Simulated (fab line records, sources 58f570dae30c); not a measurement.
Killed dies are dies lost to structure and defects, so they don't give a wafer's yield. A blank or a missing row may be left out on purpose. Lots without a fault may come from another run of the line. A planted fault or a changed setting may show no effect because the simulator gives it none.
Which tool did it? | flow berkeley_cmos170 | 14 lots, 42 wafers sampled, at 1 step of a route of 331

WHAT THE GAUGES READ, wafer by wafer
The record holds no reading of a measuring or inspecting step that can be judged against a usual standard deviation.

WHICH TOOL RAN EACH LOT (tool, then ch and the chambers of the sampled wafers, then the start)
lot  | UCB170_WELLDRIVE_OXIDATION_01
L111 | furnace-02 ch 0, day 4 03:27
L112 | furnace-02 ch 0, day 4 09:52
L114 | furnace-01 ch 0, day 4 18:22
L115 | furnace-01 ch 0, day 4 18:22
L118 | furnace-04 ch 0, day 5 08:53
L120 | furnace-01 ch 0, day 6 00:56
L121 | furnace-01 ch 0, day 6 00:56
L125 | furnace-02 ch 0, day 7 11:20
L126 | furnace-02 ch 0, day 7 11:20
L127 | furnace-02 ch 0, day 7 11:20
L129 | furnace-02 ch 0, day 8 08:13
L131 | furnace-04 ch 0, day 8 17:12
L132 | furnace-04 ch 0, day 8 17:12
L133 | furnace-01 ch 0, day 9 00:23
- UCB170_WELLDRIVE_OXIDATION_01: target thk 199 nm, ox time 9000 s.

WHAT THE TOOLS THEMSELVES READ (means of the sampled wafers that have a number; where no wafer has one, the mark that the record gives instead)
UCB170_WELLDRIVE_OXIDATION_01. Usual: spike_tc_centre_C 1102.2 C, standard deviation 1.6; spike_tc_load_C 1127.0 C, standard deviation 2.3; spike_tc_source_C 1125.9 C, standard deviation 1.9; tube_center_temp_C 1100.0 C, standard deviation 0.12; tube_center_temp_C_max 1102.9, standard deviation 0.51; zone_power_centre_pct 52.9 %, standard deviation 2.1.
lot  | tool       | spike_tc_centre_C (C) | spike_tc_load_C (C) | spike_tc_source_C (C) | tube_center_temp_C (C) | tube_center_temp_C_max | zone_power_centre_pct (%) | flag
L111 | furnace-02 | 1103.5                | 1128.4              | 1123.5                | 1099.9                 | 1103.3                 | 50.5                      |
L112 | furnace-02 | 1103.5                | 1128.8              | 1124.9                | 1100.0                 | 1103.0                 | 50.2                      |
L114 | furnace-01 | 1099.8                | 1127.6              | 1127.8                | 1100.0                 | 1103.1                 | 54.9                      |
L115 | furnace-01 | 1101.0                | 1126.5              | 1126.8                | 1099.9                 | 1103.5                 | 55.0                      |
L118 | furnace-04 | 1102.3                | 1124.8              | 1127.5                | 1100.0                 | 1102.9                 | 54.3                      |
L120 | furnace-01 | 1111.5                | 1138.7              | 1138.5                | 1111.5                 | 1114.0                 | 56.1                      | OFF
L121 | furnace-01 | 1111.7                | 1139.8              | 1138.4                | 1111.4                 | 1114.4                 | 55.1                      | OFF
L125 | furnace-02 | 1103.4                | 1129.7              | 1124.7                | 1100.0                 | 1102.7                 | 50.6                      |
L126 | furnace-02 | 1103.8                | 1128.9              | 1124.4                | 1100.0                 | 1102.6                 | 50.9                      |
L127 | furnace-02 | 1103.9                | 1128.8              | 1124.0                | 1099.9                 | 1102.8                 | 49.9                      |
L129 | furnace-02 | 1103.7                | 1129.6              | 1124.0                | 1100.0                 | 1102.7                 | 50.3                      |
L131 | furnace-04 | 1102.3                | 1123.8              | 1127.4                | 1100.1                 | 1102.8                 | 54.0                      |
L132 | furnace-04 | 1102.2                | 1123.8              | 1127.6                | 1100.0                 | 1103.0                 | 54.1                      |
L133 | furnace-01 | 1101.0                | 1127.4              | 1127.4                | 1099.9                 | 1102.9                 | 55.6                      |

THE ANSWER, worked out from the rows above alone
Rule: a lot is off if the mean of its wafers that have a number lies more than 3 standard deviations from the usual mean. A lot without any number at a reading at which 4 lots or more have one is off too. The other lots that the step has rows for count as sound. The gauges are gone through in route order, then the tools' own readings, and for those a lot's mean is taken as printed above. The first step at which some lot is off is used, and at that step the reading that is off furthest; a lot without a number counts as furthest.
Off: L120, L121, at UCB170_WELLDRIVE_OXIDATION_01 (tube_center_temp_C).
A tool fits if, at that step or a process step before it, it ran every lot that is off, and no sound lot after the first of them. None of those tried fits.

WHAT THE SIMULATOR HAD PUT IN
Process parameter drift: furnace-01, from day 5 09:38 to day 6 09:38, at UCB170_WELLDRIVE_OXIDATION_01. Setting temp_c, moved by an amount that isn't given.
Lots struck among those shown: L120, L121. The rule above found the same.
